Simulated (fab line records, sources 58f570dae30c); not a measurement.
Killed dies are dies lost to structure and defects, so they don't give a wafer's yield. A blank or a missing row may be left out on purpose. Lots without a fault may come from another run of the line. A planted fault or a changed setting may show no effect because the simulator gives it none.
Which tool did it? | flow berkeley_cmos170 | 14 lots, 42 wafers sampled, at 4 steps of a route of 331

WHAT THE GAUGES READ, wafer by wafer
UCB170_M1_CD_MEAS_09: target cd 700 nm.
lot  | measured     | on        | cd_nm (nm)
L331 | day 7 08:30  | cd_sem-02 | 697.4 698.7 697.5
L332 | day 7 20:31  | cd_sem-01 | 700.0 698.2 700.1
L334 | day 8 05:58  | cd_sem-02 | 696.8 695.8 698.5
L335 | day 8 11:27  | cd_sem-01 | 699.1 699.7 700.0
L336 | day 9 00:34  | cd_sem-01 | 699.7 698.7 700.0
L337 | day 9 01:09  | cd_sem-01 | 699.3 698.4 698.1
L339 | day 9 03:12  | cd_sem-02 | 697.8 697.8 697.6
L340 | day 9 03:26  | cd_sem-02 | 699.0 699.5 698.9
L338 | day 9 03:44  | cd_sem-02 | 700.2 700.4 698.9
L347 | day 10 19:50 | cd_sem-01 | 696.8 698.8 697.4
L350 | day 11 13:07 | cd_sem-01 | 701.1 700.8 700.6
L353 | day 11 14:25 | cd_sem-01 | 701.4 700.2 700.9
L349 | day 11 14:31 | cd_sem-02 | 698.3 697.0 698.6
L351 | day 11 14:40 | cd_sem-02 | 700.0 699.5 699.1

UCB170_M1_CD_MEAS_90: target cd 700 nm.
lot  | measured     | on        | cd_nm (nm)
L331 | day 7 08:56  | cd_sem-01 | 694.8 700.6 694.2
L332 | day 7 20:57  | cd_sem-02 | 700.5 698.8 694.6
L334 | day 8 06:23  | cd_sem-02 | 698.3 697.7 698.7
L335 | day 8 11:53  | cd_sem-02 | 696.5 698.6 702.4
L336 | day 9 00:59  | cd_sem-02 | 694.1 698.3 703.3
L337 | day 9 01:35  | cd_sem-02 | 698.2 699.6 699.9
L339 | day 9 03:38  | cd_sem-01 | 701.4 698.4 699.2
L340 | day 9 03:52  | cd_sem-01 | 696.2 700.7 699.1
L338 | day 9 04:10  | cd_sem-01 | 700.0 701.5 700.1
L347 | day 10 20:16 | cd_sem-01 | 696.2 697.5 700.2
L350 | day 11 13:33 | cd_sem-02 | 698.9 701.3 699.3
L353 | day 11 14:51 | cd_sem-01 | 699.3 702.8 698.5
L349 | day 11 14:58 | cd_sem-01 | 699.1 701.2 701.2
L351 | day 11 15:06 | cd_sem-01 | 699.6 698.6 699.4

UCB170_V1_THK_MEAS_04.
lot  | measured     | on            | V1_POLISHED_THK (nm)
L331 | day 7 13:40  | film_metro-03 | 993.6 995.2 995.1
L332 | day 8 01:05  | film_metro-01 | 994.3 993.5 995.1
L334 | day 8 09:46  | film_metro-02 | 994.1 991.9 993.3
L335 | day 8 17:47  | film_metro-03 | 994.4 994.7 993.4
L336 | day 9 08:45  | film_metro-02 | 992.6 991.6 992.4
L337 | day 9 08:46  | film_metro-01 | 993.5 991.8 993.0
L339 | day 9 09:03  | film_metro-03 | 992.8 992.9 992.5
L340 | day 9 09:21  | film_metro-02 | 994.1 993.2 994.0
L338 | day 9 09:04  | film_metro-01 | 992.7 994.1 993.7
L347 | day 10 22:39 | film_metro-02 | 991.9 993.8 993.9
L350 | day 11 17:14 | film_metro-02 | 992.8 992.5 994.0
L353 | day 11 17:32 | film_metro-02 | 995.4 993.0 993.3
L349 | day 11 17:32 | film_metro-01 | 995.7 993.3 992.5
L351 | day 11 17:50 | film_metro-01 | 992.8 992.7 991.9

WHICH TOOL RAN EACH LOT (tool, then ch and the chambers of the sampled wafers, then the start)
lot  | UCB170_V1_CVD_00
L331 | pecvd-04 ch 1,2, day 7 13:02
L332 | pecvd-04 ch 0,1,2, day 8 00:27
L334 | pecvd-04 ch 1,2, day 8 09:07
L335 | pecvd-02 ch 0,1,2, day 8 17:09
L336 | pecvd-03 ch 1,2, day 9 08:07
L337 | pecvd-02 ch 0,1,2, day 9 08:07
L339 | pecvd-04 ch 0,1, day 9 08:07
L340 | pecvd-03 ch 0,1,2, day 9 08:16
L338 | pecvd-02 ch 0,2, day 9 08:16
L347 | pecvd-04 ch 0,1,2, day 10 21:42
L350 | pecvd-03 ch 0,1,2, day 11 16:36
L353 | pecvd-02 ch 0,1,2, day 11 16:36
L349 | pecvd-04 ch 1,2, day 11 16:45
L351 | pecvd-03 ch 0,2, day 11 16:45
- UCB170_V1_CVD_00: deposits SiO2 from TEOS/O2, target thk 2000 nm, time 250 s.

WHAT THE TOOLS THEMSELVES READ (means of the sampled wafers that have a number; where no wafer has one, the mark that the record gives instead)
UCB170_V1_CVD_00.
lot  | tool     | heater_power_w (W) | rf_fwd_power_W (W) | susceptor_temp_C (C)
L331 | pecvd-04 | 296                | 548.1              | 389.95
L332 | pecvd-04 | 282                | 548.3              | 389.77
L334 | pecvd-04 | 304                | 547.4              | 390.00
L335 | pecvd-02 | 279                | 547.7              | 389.97
L336 | pecvd-03 | 290                | 548.2              | 389.94
L337 | pecvd-02 | 225                | 548.2              | 390.00
L339 | pecvd-04 | 245                | 549.0              | 390.18
L340 | pecvd-03 | 300                | 550.2              | 390.25
L338 | pecvd-02 | 285                | 544.7              | 389.95
L347 | pecvd-04 | 280                | 524.8              | 389.85
L350 | pecvd-03 | 289                | 545.5              | 390.12
L353 | pecvd-02 | 269                | 547.8              | 390.14
L349 | pecvd-04 | 324                | 504.5              | 389.92
L351 | pecvd-03 | 299                | 549.6              | 389.88

THE ANSWER, worked out from the rows above alone
Rule: what is usual is taken from the lots themselves. Put in order of their means at a reading, lots are off if they are a third of the lots or fewer, leave a main group of 4 or more, and stand apart from it by a gap of 3 or more times the standard deviation of the main group's means; of several such gaps the widest counts. A main group whose means are all the same, to the digits that the tables above print for the reading, isn't used. A lot without any number at a reading at which 4 lots or more have one is off too. The other lots that the step has rows for count as sound. The gauges are gone through in route order, then the tools' own readings, and for those a lot's mean is taken as printed above. The first step at which some lot is off is used, and at that step the reading that is off furthest; a lot without a number counts as furthest.
Off: L347, L349, at UCB170_V1_CVD_00 (rf_fwd_power_W). The main group: mean 547.9 W, standard deviation 1.5.
A tool fits if, at that step or a process step before it, it ran every lot that is off, and no sound lot after the first of them. One fits: pecvd-04 at UCB170_V1_CVD_00. Its last sound lot is L339 (day 9 08:07), its first lot that is off L347 (day 10 21:42): a fault that began between those two fits.
The tool's own readings at UCB170_V1_CVD_00 bear it out: on the lots that are off they differ by more than 5 times the standard deviation of the sound lots' means. rf_fwd_power_W reads 514.6 W there against 547.9 W on the sound lots.

WHAT THE SIMULATOR HAD PUT IN
Process parameter drift: pecvd-04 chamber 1, from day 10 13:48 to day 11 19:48, at UCB170_V1_CVD_00. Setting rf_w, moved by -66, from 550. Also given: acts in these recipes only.
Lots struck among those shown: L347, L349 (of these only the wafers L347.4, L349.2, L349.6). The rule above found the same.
